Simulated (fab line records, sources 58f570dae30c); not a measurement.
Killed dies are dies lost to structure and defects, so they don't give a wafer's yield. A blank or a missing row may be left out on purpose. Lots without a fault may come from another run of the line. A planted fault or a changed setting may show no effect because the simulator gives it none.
Which tool did it? | flow berkeley_cmos170 | 7 lots, 21 wafers sampled, at 2 steps of a route of 331

WHAT THE GAUGES READ, wafer by wafer
UCB170_NWELL_TW_MEAS_16.
lot  | measured    | on            | NWELL_TW
L261 | day 2 09:31 | film_metro-01 | 1254 1255 1264
L264 | day 3 05:34 | film_metro-02 | 1258 1254 1263
L265 | day 3 23:02 | film_metro-01 | 1259 1249 1249
L269 | day 4 11:08 | film_metro-01 | 1103 1105 1111
L276 | day 5 12:35 | film_metro-01 | 1248 1246 1246
L279 | day 6 00:04 | film_metro-02 | 1253 1256 1250
L283 | day 6 22:18 | film_metro-02 | 1244 1250 1249

WHICH TOOL RAN EACH LOT (tool, then ch and the chambers of the sampled wafers, then the start)
lot  | UCB170_NWELL_IMPLANT_14
L261 | implanter-04 ch 0, day 2 09:17
L264 | implanter-01 ch 0, day 3 05:19
L265 | implanter-01 ch 0, day 3 22:47
L269 | implanter-04 ch 0, day 4 10:54
L276 | implanter-01 ch 0, day 5 12:22
L279 | implanter-01 ch 0, day 5 23:49
L283 | implanter-01 ch 0, day 6 22:05
- UCB170_NWELL_IMPLANT_14

THE ANSWER, worked out from the rows above alone
Rule: what is usual is taken from the lots themselves. Put in order of their means at a reading, lots are off if they are a third of the lots or fewer, leave a main group of 4 or more, and stand apart from it by a gap of 3 or more times the standard deviation of the main group's means; of several such gaps the widest counts. A main group whose means are all the same, to the digits that the tables above print for the reading, isn't used. A lot without any number at a reading at which 4 lots or more have one is off too. The other lots that the step has rows for count as sound.
Off: L269, at UCB170_NWELL_TW_MEAS_16 (NWELL_TW). The main group: mean 1253, standard deviation 4.4.
A tool fits if, at a process step before that reading, it ran every lot that is off, and no sound lot after the first of them. The gauges at UCB170_NWELL_TW_MEAS_16 are tried like those tools. One fits: implanter-04 at UCB170_NWELL_IMPLANT_14. Its last sound lot is L261 (day 2 09:17), its first lot that is off L269 (day 4 10:54): a fault that began between those two fits.

WHAT THE SIMULATOR HAD PUT IN
Process parameter drift: implanter-04, from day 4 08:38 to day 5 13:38, at UCB170_NWELL_IMPLANT_14. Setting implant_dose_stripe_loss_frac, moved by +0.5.
Lots struck among those shown: L269. The rule above found the same.
